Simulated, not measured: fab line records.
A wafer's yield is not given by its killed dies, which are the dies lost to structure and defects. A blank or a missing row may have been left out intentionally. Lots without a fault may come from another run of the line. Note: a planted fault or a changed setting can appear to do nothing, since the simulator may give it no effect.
The tool behind it: which one? || flow rit_cmos || 14 lots with 42 wafers sampled at 2 steps, on a route of 202 steps

== WHAT EACH GAUGE READ, for each wafer ==
RIT_M1_CD_MEAS_90: target cd 2600 nm. Usual: 2599 nm for cd_nm, sd 3.7.
{"lot": "L123", "measured": "day 3 12:33", "on": "cd_sem-02", "cd_nm (nm)": "2600 2600 2598", "flag": ""}
{"lot": "L124", "measured": "day 3 17:58", "on": "cd_sem-01", "cd_nm (nm)": "2595 2598 2596", "flag": ""}
{"lot": "L125", "measured": "day 4 00:02", "on": "cd_sem-01", "cd_nm (nm)": "2599 2606 2600", "flag": ""}
{"lot": "L126", "measured": "day 4 03:28", "on": "cd_sem-01", "cd_nm (nm)": "2596 2596 2601", "flag": ""}
{"lot": "L130", "measured": "day 5 00:42", "on": "cd_sem-02", "cd_nm (nm)": "2602 2615 2602", "flag": ""}
{"lot": "L133", "measured": "day 5 15:21", "on": "cd_sem-02", "cd_nm (nm)": "2614 2601 2615", "flag": ""}
{"lot": "L134", "measured": "day 5 20:29", "on": "cd_sem-02", "cd_nm (nm)": "2601 2601 2604", "flag": ""}
{"lot": "L135", "measured": "day 6 01:16", "on": "cd_sem-02", "cd_nm (nm)": "2598 2591 2596", "flag": ""}
{"lot": "L137", "measured": "day 6 12:13", "on": "cd_sem-01", "cd_nm (nm)": "2602 2604 2599", "flag": ""}
{"lot": "L138", "measured": "day 6 17:40", "on": "cd_sem-01", "cd_nm (nm)": "2597 2592 2599", "flag": ""}
{"lot": "L140", "measured": "day 7 02:09", "on": "cd_sem-01", "cd_nm (nm)": "2602 2603 2597", "flag": ""}
{"lot": "L142", "measured": "day 7 12:26", "on": "cd_sem-01", "cd_nm (nm)": "2592 2600 2600", "flag": ""}
{"lot": "L143", "measured": "day 7 16:38", "on": "cd_sem-01", "cd_nm (nm)": "2602 2601 2600", "flag": ""}
{"lot": "L145", "measured": "day 8 01:45", "on": "cd_sem-02", "cd_nm (nm)": "2589 2597 2598", "flag": ""}

== TOOL THAT RAN EACH LOT (tool first, then ch and the chambers of the sampled wafers, then the start) ==
{"lot": "L123", "RIT_M1_METAL_ETCH_12": "rie_metal-04 ch 0,1, day 3 12:01"}
{"lot": "L124", "RIT_M1_METAL_ETCH_12": "rie_metal-03 ch 0,1, day 3 17:25"}
{"lot": "L125", "RIT_M1_METAL_ETCH_12": "rie_metal-01 ch 0,1, day 3 23:31"}
{"lot": "L126", "RIT_M1_METAL_ETCH_12": "rie_metal-04 ch 0,1, day 4 02:56"}
{"lot": "L130", "RIT_M1_METAL_ETCH_12": "rie_metal-03 ch 0,1, day 5 00:08"}
{"lot": "L133", "RIT_M1_METAL_ETCH_12": "rie_metal-03 ch 0,1, day 5 14:50"}
{"lot": "L134", "RIT_M1_METAL_ETCH_12": "rie_metal-01 ch 0,1, day 5 19:57"}
{"lot": "L135", "RIT_M1_METAL_ETCH_12": "rie_metal-04 ch 0,1, day 6 00:45"}
{"lot": "L137", "RIT_M1_METAL_ETCH_12": "rie_metal-01 ch 0,1, day 6 11:41"}
{"lot": "L138", "RIT_M1_METAL_ETCH_12": "rie_metal-04 ch 0,1, day 6 17:08"}
{"lot": "L140", "RIT_M1_METAL_ETCH_12": "rie_metal-04 ch 0,1, day 7 01:37"}
{"lot": "L142", "RIT_M1_METAL_ETCH_12": "rie_metal-04 ch 0,1, day 7 11:56"}
{"lot": "L143", "RIT_M1_METAL_ETCH_12": "rie_metal-01 ch 0,1, day 7 16:06"}
{"lot": "L145", "RIT_M1_METAL_ETCH_12": "rie_metal-04 ch 0,1, day 8 01:15"}
- RIT_M1_METAL_ETCH_12: etches Al in Cl2/BCl3, stops on SiO2, time 165 s, target depth 600 nm.

== WHAT THE TOOLS THEMSELVES READ (means of the sampled wafers that have a number; where no wafer has one, the mark that the record gives instead) ==
RIT_M1_METAL_ETCH_12. Usual: bcl3_flow_sccm 49.99 sccm, standard deviation 0.15; drypump_motor_current_A 5.9 A, standard deviation 0.46; oes_product_au 0.772 a.u., standard deviation 0.0097; rf_fwd_power_W 249.1 W, standard deviation 0.81; throttle_valve_pct 8.37 %, standard deviation 0.13.
{"lot": "L123", "tool": "rie_metal-04", "bcl3_flow_sccm (sccm)": 50.04, "drypump_motor_current_A (A)": 6.2, "oes_product_au (a.u.)": 0.766, "rf_fwd_power_W (W)": 248.4, "throttle_valve_pct (%)": 8.29, "flag": ""}
{"lot": "L124", "tool": "rie_metal-03", "bcl3_flow_sccm (sccm)": 50.03, "drypump_motor_current_A (A)": 5.8, "oes_product_au (a.u.)": 0.774, "rf_fwd_power_W (W)": 249.2, "throttle_valve_pct (%)": 8.43, "flag": ""}
{"lot": "L125", "tool": "rie_metal-01", "bcl3_flow_sccm (sccm)": 49.91, "drypump_motor_current_A (A)": 5.7, "oes_product_au (a.u.)": 0.784, "rf_fwd_power_W (W)": 249.8, "throttle_valve_pct (%)": 8.37, "flag": ""}
{"lot": "L126", "tool": "rie_metal-04", "bcl3_flow_sccm (sccm)": 50.04, "drypump_motor_current_A (A)": 6.0, "oes_product_au (a.u.)": 0.769, "rf_fwd_power_W (W)": 248.6, "throttle_valve_pct (%)": 8.36, "flag": ""}
{"lot": "L130", "tool": "rie_metal-03", "bcl3_flow_sccm (sccm)": 49.99, "drypump_motor_current_A (A)": 5.6, "oes_product_au (a.u.)": 0.762, "rf_fwd_power_W (W)": 215.3, "throttle_valve_pct (%)": 8.32, "flag": "OFF"}
{"lot": "L133", "tool": "rie_metal-03", "bcl3_flow_sccm (sccm)": 50.03, "drypump_motor_current_A (A)": 5.8, "oes_product_au (a.u.)": 0.761, "rf_fwd_power_W (W)": 181.9, "throttle_valve_pct (%)": 8.44, "flag": "OFF"}
{"lot": "L134", "tool": "rie_metal-01", "bcl3_flow_sccm (sccm)": 49.99, "drypump_motor_current_A (A)": 5.7, "oes_product_au (a.u.)": 0.778, "rf_fwd_power_W (W)": 249.3, "throttle_valve_pct (%)": 8.37, "flag": ""}
{"lot": "L135", "tool": "rie_metal-04", "bcl3_flow_sccm (sccm)": 50.13, "drypump_motor_current_A (A)": 6.3, "oes_product_au (a.u.)": 0.765, "rf_fwd_power_W (W)": 249.0, "throttle_valve_pct (%)": 8.29, "flag": ""}
{"lot": "L137", "tool": "rie_metal-01", "bcl3_flow_sccm (sccm)": 50.07, "drypump_motor_current_A (A)": 5.7, "oes_product_au (a.u.)": 0.773, "rf_fwd_power_W (W)": 249.1, "throttle_valve_pct (%)": 8.36, "flag": ""}
{"lot": "L138", "tool": "rie_metal-04", "bcl3_flow_sccm (sccm)": 50.07, "drypump_motor_current_A (A)": 6.3, "oes_product_au (a.u.)": 0.762, "rf_fwd_power_W (W)": 249.0, "throttle_valve_pct (%)": 8.29, "flag": ""}
{"lot": "L140", "tool": "rie_metal-04", "bcl3_flow_sccm (sccm)": 49.84, "drypump_motor_current_A (A)": 6.2, "oes_product_au (a.u.)": 0.760, "rf_fwd_power_W (W)": 249.5, "throttle_valve_pct (%)": 8.29, "flag": ""}
{"lot": "L142", "tool": "rie_metal-04", "bcl3_flow_sccm (sccm)": 50.05, "drypump_motor_current_A (A)": 6.2, "oes_product_au (a.u.)": 0.763, "rf_fwd_power_W (W)": 249.1, "throttle_valve_pct (%)": 8.29, "flag": ""}
{"lot": "L143", "tool": "rie_metal-01", "bcl3_flow_sccm (sccm)": 50.03, "drypump_motor_current_A (A)": 5.7, "oes_product_au (a.u.)": 0.775, "rf_fwd_power_W (W)": 250.0, "throttle_valve_pct (%)": 8.37, "flag": ""}
{"lot": "L145", "tool": "rie_metal-04", "bcl3_flow_sccm (sccm)": 50.09, "drypump_motor_current_A (A)": 6.2, "oes_product_au (a.u.)": 0.765, "rf_fwd_power_W (W)": 248.4, "throttle_valve_pct (%)": 8.30, "flag": ""}

== THE ANSWER, worked out from the rows above alone ==
Rule: a lot counts as off when the mean over its wafers that have a number is more than 3 standard deviations away from the usual mean. A lot without any number at a reading at which 4 lots or more have one is off too. Where the step has rows for the other lots, those lots are counted as sound. Order of review: gauges by route order, followed by the tools' own readings, for which a lot's mean as printed above is used. The first step at which some lot is off is used, and at that step the reading that is off furthest; a lot without a number counts as furthest.
Off, at RIT_M1_METAL_ETCH_12 on rf_fwd_power_W: L130, L133.
If a tool, at that step or one of the process steps before it, ran each lot that is off and ran no sound lot following the first of them, it fits. One fits: RIT_M1_METAL_ETCH_12 on rie_metal-03. A fault onset in the window from L124 (day 3 17:25, its last sound lot) to L130 (day 5 00:08, its first lot off) fits.
On the lots that are off, the tool's own readings at RIT_M1_METAL_ETCH_12 differ by more than 5 times the standard deviation of the sound lots' means, which bears it out; rf_fwd_power_W reads 198.6 W there versus 249.1 W on the sound lots.

== WHAT THE SIMULATOR HAD PUT IN ==
rie_metal-03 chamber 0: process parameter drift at RIT_M1_METAL_ETCH_12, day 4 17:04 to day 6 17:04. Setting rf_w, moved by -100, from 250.
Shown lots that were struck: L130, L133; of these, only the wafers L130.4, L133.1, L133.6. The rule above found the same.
